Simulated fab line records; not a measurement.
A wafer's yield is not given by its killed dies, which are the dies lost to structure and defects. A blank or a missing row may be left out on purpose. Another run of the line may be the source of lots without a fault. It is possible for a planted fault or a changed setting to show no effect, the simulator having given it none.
Lot-split experiment	flow berkeleyCmos170	5 lots, 23 wafers read, on a route of 331 steps

## THE SPLIT
At UCB170_M3_COAT_10 (resist thk 900 nm), the setting resistThkNm was moved away from the recipe's 900 nm on 11 of the 23 wafers read, by -4.4% to +5.4%. This setting was run at the recipe's value on the other wafers.

The split's own step is where the reading is taken.

## THE READING
KrF_of_M3_COAT_10.thkNm (the simulator's own value, which no gauge read), in nm, at UCB170_M3_COAT_10 (resist thk 900 nm). There is no usual value for it anywhere in the file. Here, 12 wafers ran the recipe; their average is 898.6 nm with a standard deviation of 3.7 nm.

wafer	tool, chamber at the split	resistThkNm as run, nm	against the recipe	KrF_of_M3_COAT_10.thkNm, nm	against lot-mates on the recipe
L078.1	lithoTrack-04, 0	900	recipe	904.9	-
L078.4	lithoTrack-04, 0	900	recipe	903.8	-
L078.5	lithoTrack-04, 0	900	recipe	904.5	-
L079.1	lithoTrack-01, 0	926.3	+2.9%	923.8	+27.5
L079.2	lithoTrack-01, 0	926.3	+2.9%	927	+30.8
L079.4	lithoTrack-01, 0	900	recipe	894.6	-
L079.5	lithoTrack-01, 0	900	recipe	897.9	-
L079.6	lithoTrack-01, 0	926.3	+2.9%	923.5	+27.2
L080.1	lithoTrack-01, 0	900	recipe	894.4	-
L080.3	lithoTrack-01, 0	860.7	-4.4%	856.6	-37.9
L080.4	lithoTrack-01, 0	860.7	-4.4%	855.8	-38.7
L080.5	lithoTrack-01, 0	860.7	-4.4%	855.4	-39.1
L080.6	lithoTrack-01, 0	900	recipe	894.6	-
L081.1	lithoTrack-03, 0	948.7	+5.4%	951.2	+54.7
L081.2	lithoTrack-03, 0	948.7	+5.4%	947.3	+50.8
L081.3	lithoTrack-03, 0	900	recipe	896.4	-
L081.5	lithoTrack-03, 0	948.7	+5.4%	946	+49.5
L081.6	lithoTrack-03, 0	900	recipe	896.7	-
L084.1	lithoTrack-03, 0	900	recipe	899.8	-
L084.2	lithoTrack-03, 0	872.6	-3.0%	872.4	-25.9
L084.3	lithoTrack-03, 0	900	recipe	897.3	-
L084.5	lithoTrack-03, 0	900	recipe	897.8	-
L084.6	lithoTrack-03, 0	872.6	-3.0%	873	-25.3

THE FIT
A straight line over all 23 wafers: KrF_of_M3_COAT_10.thkNm changes by +9.26 nm for each +1% of resistThkNm; r = +0.99; the points scatter about the line by 3.2 nm.
The same after taking each lot's own level away (the mean of its wafers on the recipe; 23 wafers): +9.22 nm for each +1%; r = +1.00; scatter 1.6 nm.
The reading moves by 50 nm for the largest change in resistThkNm, on that fit.
Across the lots, their own levels run from 894.50 to 904.40 nm, a range of 2.7 times the standard deviation given above.
The two slopes are in agreement: the lot-to-lot level therefore moves the slope only a little.
Check: for one of the wafers moved furthest among these (+5.4%), held out of the fit, the line's prediction against its lot-mates is +49.9 nm. It came out at +54.7 nm against them.

## OTHER SPLITS APPLIED TO THESE WAFERS
Other splits were also applied to these wafers ahead of the reading. Each is held against what the fit with the lots' levels taken away leaves over:
other split on the same wafers	wafers away from the commonest value	r with KrF_of_M3_COAT_10.thkNm (lot level and that fit taken away)
UCB170_V1_ETCH_14 overEtchFrac	8	+0.10
UCB170_M2_METAL_ETCH_18 timeS	7	-0.17

## THE WHOLE CHAIN: every reading that the file lists as answering this split, in the file's order
step	what it does	reading	change (the file's fit)	r (the file's)
UCB170_M3_COAT_10	resist thk 900 nm	KrF_of_M3_COAT_10.thkNm (the simulator's own value, which no gauge read)	+9.2 nm for each +1% of the setting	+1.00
UCB170_M3_METAL_ETCH_18	etches Al in Cl2/BCl3, stops on SiO2, target depth 1170 nm, time 195 s	KrF_of_M3_COAT_10.thkNm (the simulator's own value, which no gauge read)	+9.19 nm for each +1% of the setting, in a fit together with icpW@M3_METAL_ETCH_18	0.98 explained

## FILE'S OWN FIT
KrF_of_M3_COAT_10.thkNm changes by +9.2 nm for each +1% of resistThkNm, r = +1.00.
